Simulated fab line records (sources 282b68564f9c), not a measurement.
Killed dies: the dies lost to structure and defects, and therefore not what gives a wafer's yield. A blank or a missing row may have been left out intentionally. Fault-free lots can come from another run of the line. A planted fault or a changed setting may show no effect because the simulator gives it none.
A struck lot beside a sound one	flow rit-cmos	28 steps out of a route of 202
Sound: the wafers L489.1, L489.2, L489.3. Wafers struck: L505.2, L505.4, L505.6. The cause is named last.
For every step that has rows: the tool of each side, followed by ch and its chambers, followed by its first start. Under that, the readings that differ: sound wafers	struck wafers	difference of the means	sigmas: that difference in standard deviations of wafers without a fault.
alike: words and numbers the same on both sides, and readings whose means are apart by under 2 such deviations; not compared: readings that were withheld, readings missing a value for some wafer, numbers with overlapping values and no deviation given by the record, and bounds like >300 which may hide the same value.
Wherever a step has rows on one side only, a row that says differs or no value, or a row with sigmas, the two part there. Numbers that have no deviation but don't overlap get no sigmas and don't part them. A reading missing from all wafers of one side parts the sides only when that side holds two or more wafers.

RIT_ACTIVE_BOW_MEAS_00:
  struck on film-metro-01, day 5 19:01; sound on film-metro-01, day 2 11:00
  alike: INCOMING_BOW
RIT_ACTIVE_OXIDATION_01: target thk 46.8 nm, ox time 3360 s.
  sound on furnace-01 ch 0, day 2 12:14; struck on furnace-04 ch 0, day 5 19:24
reading	sound	struck	difference	sigmas
spike-tc-centre-C (C)	1003.2 1004.0 1001.7	988.1 988.2 989.4	-14.4	-8
spike-tc-load-C (C)	1023 1022 1021	1015 1014 1015	-7	-2
tube-center-temp-C (C)	1000 1000 999.93	987.86 988.09 988.14	-11.95	-99 or more
tube_center_temp_C_max	1003.3 1002.8 1002.2	990.5 990.4 990.4	-12.3	-30
model.SiO2_of_ACTIVE_OXIDATION_01.thk-nm (nm)	46.73 46.38 46.95	40.57 40.92 40.18	-6.13	
RIT_ACTIVE_THK_MEAS_02:
  struck on film-metro-03, day 5 21:20; sound on film-metro-02, day 2 14:10
reading	sound	struck	difference	sigmas
ACTIVE_OXIDE_THK (nm)	46.7 46.4 46.9	40.5 40.9 40.2	-6.1	-7
then, 1 step without rows for these wafers: RIT_ACTIVE_CVD_03 (deposits Si3N4 from SiH2Cl2/NH3, target thk 150 nm, time 1500 s).
RIT_ACTIVE_THK_MEAS_04:
  struck on film-metro-01, day 5 22:49; sound on film-metro-03, day 2 15:39
  alike: ACTIVE_NITRIDE_THK
then, 6 steps without rows for these wafers: RIT_ACTIVE_HMDS_05 (prime time 60 s); RIT_ACTIVE_COAT_06 (resist thk 1000 nm); RIT_ACTIVE_SOFTBAKE_07 (time 60 s); RIT_ACTIVE_EXPOSE_08 (exposes mask M1, target cd 1400 nm); RIT_ACTIVE_PEB_09; RIT_ACTIVE_DEVELOP_10 (develop time 50 s).
RIT_ACTIVE_CD_MEAS_11 targets a cd of 1400 nm.
  struck on cd-sem-02, day 5 23:53; sound on cd-sem-01, day 2 16:34
  alike: cd-nm
then, 1 step without rows for these wafers: RIT_ACTIVE_HARDBAKE_12 (time 60 s).
RIT_ACTIVE_ETCH_13: etches Si3N4 in SF6, stops on SiO2, time 210 s, target depth 210 nm.
  sound on rie-diel-02 ch 0,1,3, day 2 16:50; struck on rie-diel-04 ch 1,2, day 6 00:08
  alike: chamber-pressure-mTorr, drypump-motor-current-A, oes-product-au, throttle-valve-pct
  not compared: rf-hours-counter-h
RIT_ACTIVE_STRIP_14: strips in O2, time 180 s.
  sound on plasma-asher-03 ch 0,1, day 2 16:58; struck on plasma-asher-02 ch 0, day 6 00:16
  alike: chamber-pressure-mTorr, drypump-motor-current-A, rf-refl-power-W
  not compared: rf-hours-counter-h
RIT_ACTIVE_CD_MEAS_90 targets a cd of 1400 nm.
  struck on cd-sem-02, day 6 00:28; sound on cd-sem-02, day 2 17:08
  alike: cd-nm
then, 4 steps without rows for these wafers: RIT_ACTIVE_CLEAN_15 (cleans in SC1, time 600 s); RIT_ACTIVE_CLEAN_16 (cleans in dHF, time 30 s); RIT_ACTIVE_CLEAN_17 (cleans in SC2, time 600 s); RIT_FOX1_OXIDATION_00 (target thk 350.7 nm, ox time 1130 s).
RIT_FOX1_THK_MEAS_01:
  struck on film-metro-01, day 6 02:47; sound on film-metro-04, day 2 20:04
  alike: FOX1_OXIDE_THK
then, 2 steps without rows for these wafers: RIT_FOX1_WET_ETCH_02 (etches SiO2 in BOE, target depth 350 nm, time 390 s); RIT_FOX2_OXIDATION_00 (target thk 350.7 nm, ox time 1130 s).
RIT_FOX2_THK_MEAS_01:
  struck on film-metro-04, day 6 06:38; sound on film-metro-04, day 2 23:12
  alike: FOX2_OXIDE_THK
then, 1 step without rows for these wafers: RIT_FOX2_CLEAN_02 (cleans in dHF, time 180 s).
RIT_FOX2_WET_ETCH_03: etches Si3N4 in H3PO4, target depth 195 nm, time 2700 s.
  sound on wet-bench-04 ch 0, day 2 23:19; struck on wet-bench-01 ch 0, day 6 06:44
reading	sound	struck	difference	sigmas
model.SiO2_of_ACTIVE_OXIDATION_01.thk-nm (nm)	41.7 41.39 40.9	35.87 36.36 35.51	-5.42	
  alike: bath-guard-temp-C
RIT_FOX2_THK_MEAS_90:
  struck on film-metro-03, day 6 07:31; sound on film-metro-04, day 3 00:05
  alike: FIELD_OXIDE_LEFT_1_THK
RIT_M1_PROBE_99:
  record: rows for the struck wafers here (prober-02, day 7 22:30), none for the sound ones

WHERE THEY PART
At RIT_ACTIVE_OXIDATION_01 first; at RIT_M1_PROBE_99 last (within this record only).

WHY: the cause the simulator had injected
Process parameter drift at RIT_ACTIVE_OXIDATION_01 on furnace-04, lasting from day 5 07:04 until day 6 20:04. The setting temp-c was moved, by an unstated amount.
